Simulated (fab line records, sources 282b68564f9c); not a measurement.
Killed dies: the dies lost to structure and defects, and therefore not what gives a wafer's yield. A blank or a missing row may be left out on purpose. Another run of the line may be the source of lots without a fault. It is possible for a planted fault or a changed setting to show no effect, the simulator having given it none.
Which tool did it? + flow rit_cmos + 42 wafers from 14 lots sampled at 2 of the route's 202 steps

== WHAT THE GAUGES READ, wafer by wafer ==
No reading from a measuring or inspecting step in the record can be judged against a usual standard deviation.

== WHAT TOOL EACH LOT RAN ON (gives the tool, then ch and the chambers of the sampled wafers, and finally the start) ==
| lot  | RIT_GATE_ETCH_19                | RIT_M1_PROBE_99        |
|------|---------------------------------|------------------------|
| L400 | rie_si-02 ch 0,2,3, day 3 01:46 | -                      |
| L401 | rie_si-01 ch 0,1, day 3 03:21   | -                      |
| L402 | rie_si-02 ch 0,1,2, day 3 10:51 | -                      |
| L406 | rie_si-02 ch 0,1,2, day 4 12:37 | -                      |
| L407 | rie_si-02 ch 0,3, day 4 15:10   | -                      |
| L408 | rie_si-01 ch 0,1, day 4 20:48   | -                      |
| L409 | rie_si-02 ch 0,1,2, day 5 01:15 | -                      |
| L410 | rie_si-01 ch 1,3, day 5 03:48   | -                      |
| L411 | rie_si-02 ch 0,1,3, day 5 06:13 | prober-01, day 6 07:43 |
| L415 | rie_si-02 ch 0,2,3, day 6 03:27 | -                      |
| L419 | rie_si-02 ch 2,3, day 7 04:24   | prober-02, day 8 03:31 |
| L420 | rie_si-01 ch 0,1,2, day 7 13:55 | -                      |
| L421 | rie_si-02 ch 0,1, day 7 19:14   | -                      |
| L422 | rie_si-01 ch 0,2,3, day 8 06:00 | -                      |
- RIT_GATE_ETCH_19: etches poly-Si in SF6/CHF3/O2, stops on SiO2, time 165 s, target depth 312.5 nm.
- RIT_M1_PROBE_99

== WHAT THE TOOLS THEMSELVES READ (means of the sampled wafers that have a number; where no wafer has one, the mark that the record gives instead) ==
RIT_GATE_ETCH_19. Usual: drypump_motor_current_A 5.8 A, standard deviation 0.49; oes_product_au 0.849 a.u., standard deviation 0.011; run_length_s 193.4 s, standard deviation 0.45; throttle_valve_pct 10.20 %, standard deviation 0.1.
| lot  | tool      | drypump_motor_current_A (A) | oes_product_au (a.u.) | run_length_s (s) | throttle_valve_pct (%) | flag |
|------|-----------|-----------------------------|-----------------------|------------------|------------------------|------|
| L400 | rie_si-02 | 5.5                         | 0.850                 | 193.4            | 10.19                  |      |
| L401 | rie_si-01 | 5.9                         | 0.836                 | 193.3            | 10.30                  |      |
| L402 | rie_si-02 | 5.9                         | 0.852                 | 193.9            | 10.17                  |      |
| L406 | rie_si-02 | 5.9                         | 0.860                 | 193.6            | 10.16                  |      |
| L407 | rie_si-02 | 5.1                         | 0.844                 | 193.5            | 10.20                  |      |
| L408 | rie_si-01 | 6.1                         | 0.838                 | 193.3            | 10.38                  |      |
| L409 | rie_si-02 | 5.9                         | 0.850                 | 193.5            | 10.16                  |      |
| L410 | rie_si-01 | 5.6                         | 0.844                 | 192.9            | 10.20                  |      |
| L411 | rie_si-02 | 5.6                         | 0.847                 | 193.5            | 10.18                  |      |
| L415 | rie_si-02 | 5.5                         | 0.855                 | 193.7            | 10.18                  |      |
| L419 | rie_si-02 | 5.4                         | 1.018                 | 152.1            | 10.19                  | OFF  |
| L420 | rie_si-01 | 5.9                         | 0.855                 | 193.4            | 10.26                  |      |
| L421 | rie_si-02 | 6.0                         | 1.021                 | 152.7            | 10.17                  | OFF  |
| L422 | rie_si-01 | 5.8                         | 0.836                 | 193.1            | 10.24                  |      |

RIT_M1_PROBE_99. Usual: for killed_at_M0_to_M3, 0.0 with a standard deviation of 0.083; for killed_at_contacts, 0.0 with a standard deviation of 0.16; for killed_at_front_end, 7 with a standard deviation of 3.1; for killed_dies, 7 with a standard deviation of 3.1; for killed_on_rim, 1.9 with a standard deviation of 1.4; for killed_open, 3.6 with a standard deviation of 2.2; for killed_short, 3.4 with a standard deviation of 2.1.
| lot  | tool      | killed_at_M0_to_M3 | killed_at_contacts | killed_at_front_end | killed_dies | killed_on_rim | killed_open | killed_short | flag |
|------|-----------|--------------------|--------------------|---------------------|-------------|---------------|-------------|--------------|------|
| L411 | prober-01 | 0.0                | 0.0                | 7                   | 7           | 2.7           | 2.7         | 4.0          |      |
| L419 | prober-02 | 0.0                | 0.0                | 253                 | 253         | 70.0          | 3.7         | 4.0          | OFF  |

== THE ANSWER, worked out from the rows above alone ==
Rule: lot off if the mean of its wafers having a number is beyond 3 standard deviations from the usual mean. Also off: a lot with no number at a reading for which 4 or more lots have one. Any other lot the step has rows for is counted as sound. Order of review: gauges by route order, followed by the tools' own readings, for which a lot's mean as printed above is used. At the first step where some lot is off, the reading lying furthest off is the one used; lots without a number count as furthest.
Off: L419, L421, at RIT_GATE_ETCH_19 (run_length_s).
If a tool, at that step or one of the process steps before it, ran each lot that is off and ran no sound lot following the first of them, it fits. One fits: RIT_GATE_ETCH_19 on rie_si-02. A fault onset in the window from L415 (day 6 03:27, its last sound lot) to L419 (day 7 04:24, its first lot off) fits.
The tool's own readings at RIT_GATE_ETCH_19 bear it out: on the lots that are off they differ by more than 5 times the standard deviation of the sound lots' means. oes_product_au reads 1.019 a.u. there against 0.847 a.u. on the sound lots; run_length_s reads 152.4 s there against 193.4 s on the sound lots.

== WHAT WAS PUT IN BY THE SIMULATOR ==
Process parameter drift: rie_si-02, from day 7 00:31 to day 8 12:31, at RIT_GATE_ETCH_19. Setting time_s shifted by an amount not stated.
Shown lots that were struck: L419, L421. The rule above found the same.
